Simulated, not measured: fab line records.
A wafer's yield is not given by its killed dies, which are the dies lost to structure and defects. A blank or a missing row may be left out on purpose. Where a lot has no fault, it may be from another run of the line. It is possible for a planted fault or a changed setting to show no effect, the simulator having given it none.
A single fault, viewed from 2 desks | flow berkeley-cmos170 | numbers are kept per desk, each desk with only its own; the story behind them comes last

== THE METROLOGY DESK ==
What the gauges read, lot by lot, whatever tool the lot ran on: means of the sampled wafers that have a number. The brackets show how far a lot's mean lies from the usual mean; more than 4 standard deviations puts the lot out of limits, marked OUT.
Columns: A = M3_AL_RS at UCB170_M3_RS_MEAS_02, usual 0.03216 ohm/sq; B = M3_AL_THK at UCB170_M3_THK_MEAS_03, usual 900 nm; C = M3_BOW at UCB170_M3_BOW_MEAS_20, usual 35 um
lot  | first seen here | A                 | B             | C
L810 | day 8 00:10     | 0.03267           | 881           | 34
L809 | day 8 00:17     | 0.03180           | 910           | 31
L812 | day 8 00:29     | 0.03230           | 887           | 41
L811 | day 8 03:05     | 0.05384 (+80) OUT | 542 (-41) OUT | 34
L813 | day 8 15:52     | 0.05396 (+81) OUT | 541 (-41) OUT | 24
L819 | day 9 15:42     | 0.03183           | 895           | 31
L824 | day 10 17:25    | 0.03193           | 909           | 37
L822 | day 11 01:39    | 0.03210           | 907           | 40
L827 | day 11 01:56    | 0.03239           | 900           | 42
L825 | day 11 02:29    | 0.03198           | 906           | 35
L826 | day 11 07:44    | 0.03214           | 907           | 36
L829 | day 11 21:28    | 0.03184           | 903           | 38
L830 | day 11 21:51    | 0.03242           | 900           | 38
L832 | day 12 10:11    | 0.03195           | 910           | 37
Finding of this desk: L811, L813 out of limits, first seen on L811 at day 8 03:05 (M3_AL_RS at UCB170_M3_RS_MEAS_02). L810, L809, L812, L819, L824, L822, L827, L825, L826, L829, L830, L832 stayed within limits.

== FOR THE TOOL OWNER'S DESK: pvd-sputter-02 ==
The tool's own readings at UCB170_M3_SPUTTER_01 (material Al, target thk 900 nm, time 120 s): means of the sampled wafers that have a number, for each lot that ran on this tool. The brackets show how far a lot's mean lies from the usual mean; more than 4 standard deviations puts the lot out of limits, marked OUT.
Columns: A = throttle-valve-pct at UCB170_M3_SPUTTER_01, usual 29.9 %
lot  | first seen here | A
L810 | day 8 00:04     | 30.1
L812 | day 8 00:23     | 30.1
L811 | day 8 02:56     | 30.1
L813 | day 8 15:46     | 30.2
L822 | day 11 01:34    | 30.4
L825 | day 11 02:22    | 30.3
L826 | day 11 07:40    | 30.0
L829 | day 11 21:23    | 30.0
L832 | day 12 10:06    | 30.3
Result from this desk: across the 9 lots, nothing is out of limits.

== BROUGHT TOGETHER ==
L811, L813 would have let the metrology desk raise an alarm at day 8 03:05.
The tool owner's desk saw nothing out of limits.
On record at the tool owner's desk: L811, L813, within its limits.
The lots listed all ran UCB170_M3_SPUTTER_01 on pvd-sputter-02.

== WHAT THE SIMULATOR HAD INSERTED ==
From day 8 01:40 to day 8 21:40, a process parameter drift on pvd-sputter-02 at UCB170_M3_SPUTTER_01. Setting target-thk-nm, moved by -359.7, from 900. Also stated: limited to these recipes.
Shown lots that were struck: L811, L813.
Per desk, hours elapsed from the start of the fault to the first reading out of limits: for the metrology desk, 1.
